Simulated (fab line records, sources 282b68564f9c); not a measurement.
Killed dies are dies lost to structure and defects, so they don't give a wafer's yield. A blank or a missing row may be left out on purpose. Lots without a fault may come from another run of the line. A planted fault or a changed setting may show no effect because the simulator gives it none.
One fault seen from 2 desks | flow rit_cmos | each desk has only its own numbers; what lay behind them comes last

THE TOOL OWNER'S DESK: rtp_anneal-01
The tool's own readings at RIT_SILICIDE_RTA_04 (time 10 s, ramp up 5 s, ramp down 5 s): means of the sampled wafers that have a number, for each lot that ran on this tool. A lot is out of limits, marked OUT, if its mean lies more than 4 standard deviations from the usual mean; the brackets give that distance.
Columns: A = chamber_o2_ppm at RIT_SILICIDE_RTA_04, usual 1.999; B = wafer_temp_C_max at RIT_SILICIDE_RTA_04, usual 652.5
lot  | first seen here | A     | B
L290 | day 4 21:10     | 1.988 | 646.5 (-6.9) OUT
L292 | day 5 09:32     | 1.982 | 645.6 (-8.0) OUT
L304 | day 7 22:40     | 1.997 | 653.5
This desk's finding: out of limits on L290, L292; first on L290, day 4 21:10 (wafer_temp_C_max at RIT_SILICIDE_RTA_04). In limits: L304.

THE METROLOGY DESK
What the gauges read, lot by lot, whatever tool the lot ran on: means of the sampled wafers that have a number. A lot is out of limits, marked OUT, if its mean lies more than 4 standard deviations from the usual mean; the brackets give that distance.
Columns: A = PSD_RS at RIT_SDANNEAL_RS_MEAS_04, usual 115.97 ohm/sq; B = NSD_RS at RIT_SDANNEAL_RS_MEAS_05, usual 84.35 ohm/sq; C = PLDD_RS at RIT_SDANNEAL_RS_MEAS_06, usual 179.0 ohm/sq; D = NLDD_RS at RIT_SDANNEAL_RS_MEAS_07, usual 151.6 ohm/sq; E = SILICIDE_TI_RS at RIT_SILICIDE_RS_MEAS_02, usual 50.3 ohm/sq; F = SILICIDE_TI_THK at RIT_SILICIDE_THK_MEAS_03, usual 29.1 nm
lot  | first seen here | A      | B     | C     | D     | E    | F
L282 | day 3 12:19     | 115.78 | 84.39 | 179.2 | 150.9 | 49.5 | 29.1
L290 | day 4 20:20     | 115.73 | 84.20 | 178.8 | 151.2 | 50.4 | 28.9
L292 | day 5 08:43     | 115.52 | 84.26 | 178.6 | 152.0 | 50.1 | 29.4
L301 | day 7 03:23     | 116.16 | 84.35 | 178.8 | 151.2 | 50.0 | 29.0
L304 | day 7 21:50     | 115.83 | 84.31 | 179.0 | 152.4 | 50.1 | 29.4
L305 | day 8 03:22     | 116.16 | 84.45 | 179.1 | 152.1 | 50.4 | 29.2
This desk's finding: nothing out of limits on any of the 6 lots.

PUT TOGETHER
The tool owner's desk could have raised an alarm at day 4 21:10, on L290, L292.
The metrology desk saw nothing out of limits.
The metrology desk has L290, L292 on record, within its limits.
Of the lots named, all ran RIT_SILICIDE_RTA_04 on rtp_anneal-01.

WHAT THE SIMULATOR HAD PUT IN
Process parameter drift: rtp_anneal-01, from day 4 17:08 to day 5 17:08, at RIT_SILICIDE_RTA_04. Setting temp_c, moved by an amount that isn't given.
Lots struck among those shown: L290, L292.
Hours from the fault's start to each desk's first reading out of limits: the tool owner's desk, 4.
